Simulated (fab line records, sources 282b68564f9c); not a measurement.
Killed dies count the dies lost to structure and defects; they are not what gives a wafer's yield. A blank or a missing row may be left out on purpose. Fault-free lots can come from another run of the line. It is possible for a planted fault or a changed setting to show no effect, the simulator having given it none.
A struck lot beside a sound one -- flow rit cmos -- 19 out of 202 route steps
Sound: wafers L266.1, L266.3, L266.6. The struck wafers were L276.2, L276.4, L276.5. The cause is named last.
Per side, at each step with rows, come the tool, then ch with its chambers, and then its first start. Under that, the readings that differ: sound wafers -- struck wafers -- difference of the means -- sigmas: that difference in standard deviations of wafers without a fault.
alike: readings with means less than 2 such deviations apart, plus words and numbers identical on both sides. not compared: withheld readings, readings lacking a value on some wafer, bounds such as >300 that could conceal the same value, and numbers that have no deviation in the record and whose values overlap.
A row with sigmas, a row that says differs or no value, or rows on one side alone: a step with any of these is where the two part. Non-overlapping numbers with no deviation appear without sigmas and do not part them. Lack of a reading on every wafer of one side parts them only where that side has two or more wafers.

first, 1 step without rows for these wafers: RIT_CONTACT_HARDBAKE_10 (time 60 s).
RIT_CONTACT_ETCH_11: etches SiO2 in CHF3/CF4/Ar, stops on TiSi2, target depth 480 nm, time 320 s.
  sound on rie diel-03 ch 0,2,3, day 5 12:32; struck on rie diel-03 ch 0,1,2, day 7 14:37
  alike: cf4 flow sccm, drypump motor current A, oes product au, throttle valve pct
  not compared: rf hours counter h
RIT_CONTACT_STRIP_12: strips in O2, time 180 s.
  sound on plasma asher-03 ch 0,1, day 5 12:44; struck on plasma asher-04 ch 1, day 7 14:48
reading,sound,struck,difference,sigmas
drypump motor current A (A),5.5 5.4 5.4,6.5 6.4 6.5,+1.0,+3
  not compared: rf hours counter h
RIT_CONTACT_CD_MEAS_90: the cd target is 1000 nm.
  struck on cd sem-01, day 7 15:00; sound on cd sem-02, day 5 12:54
  alike: cd nm
then, 2 steps without rows for these wafers: RIT_CONTACT_CLEAN_13 (cleans in SC1, time 600 s); RIT_CONTACT_CLEAN_14 (cleans in SC2, time 600 s).
RIT_M1_SPUTTER_00: material Al, target thk 400 nm, time 500 s.
  struck on pvd sputter-01, day 7 15:28; sound on pvd sputter-01, day 5 13:22
  alike: cathode dc power W, throttle valve pct
RIT_M1_RS_MEAS_01: measures by four-point-probe.
  struck on film metro-02, day 7 15:47; sound on film metro-02, day 5 13:40
  alike: M1_AL_RS
RIT_M1_THK_MEAS_02: measures by xrf.
  struck on film metro-02, day 7 15:53; sound on film metro-02, day 5 13:47
  alike: M1_AL_THK
then, 3 steps without rows for these wafers: RIT_M1_HMDS_03 (prime time 60 s); RIT_M1_COAT_04 (resist thk 1300 nm); RIT_M1_SOFTBAKE_05 (time 60 s).
RIT_M1_EXPOSE_06: exposes mask M12, target cd 2600 nm.
  sound on iline stepper-02 ch 0, day 5 14:18; struck on iline stepper-02 ch 0, day 7 16:25
reading,sound,struck,difference,sigmas
model.M1.overlay x nm (nm),-0.1537 -0.1537 -0.1537,358.6 358.6 358.6,+358.8,
  alike: mask
then, 2 steps without rows for these wafers: RIT_M1_PEB_07; RIT_M1_DEVELOP_08 (develop time 68 s).
RIT_M1_CD_MEAS_09: the cd target is 2600 nm.
  struck on cd sem-02, day 7 16:50; sound on cd sem-02, day 5 14:44
  alike: cd nm
RIT_M1_OVL_MEAS_10:
  struck on overlay-01, day 7 16:57; sound on overlay-01, day 5 14:51
reading,sound,struck,difference,sigmas
M1_OVL (nm),0.8 -0.2 0.8,359.2 359.6 360.5,+359.3,+99 or more
then, 2 steps without rows for these wafers: RIT_M1_HARDBAKE_11 (time 120 s); RIT_M1_PROBE_99.

## WHERE THEY PART
Last at RIT_M1_OVL_MEAS_10 as far as this record goes, first at RIT_CONTACT_STRIP_12.

WHY: what had been put in by the simulator
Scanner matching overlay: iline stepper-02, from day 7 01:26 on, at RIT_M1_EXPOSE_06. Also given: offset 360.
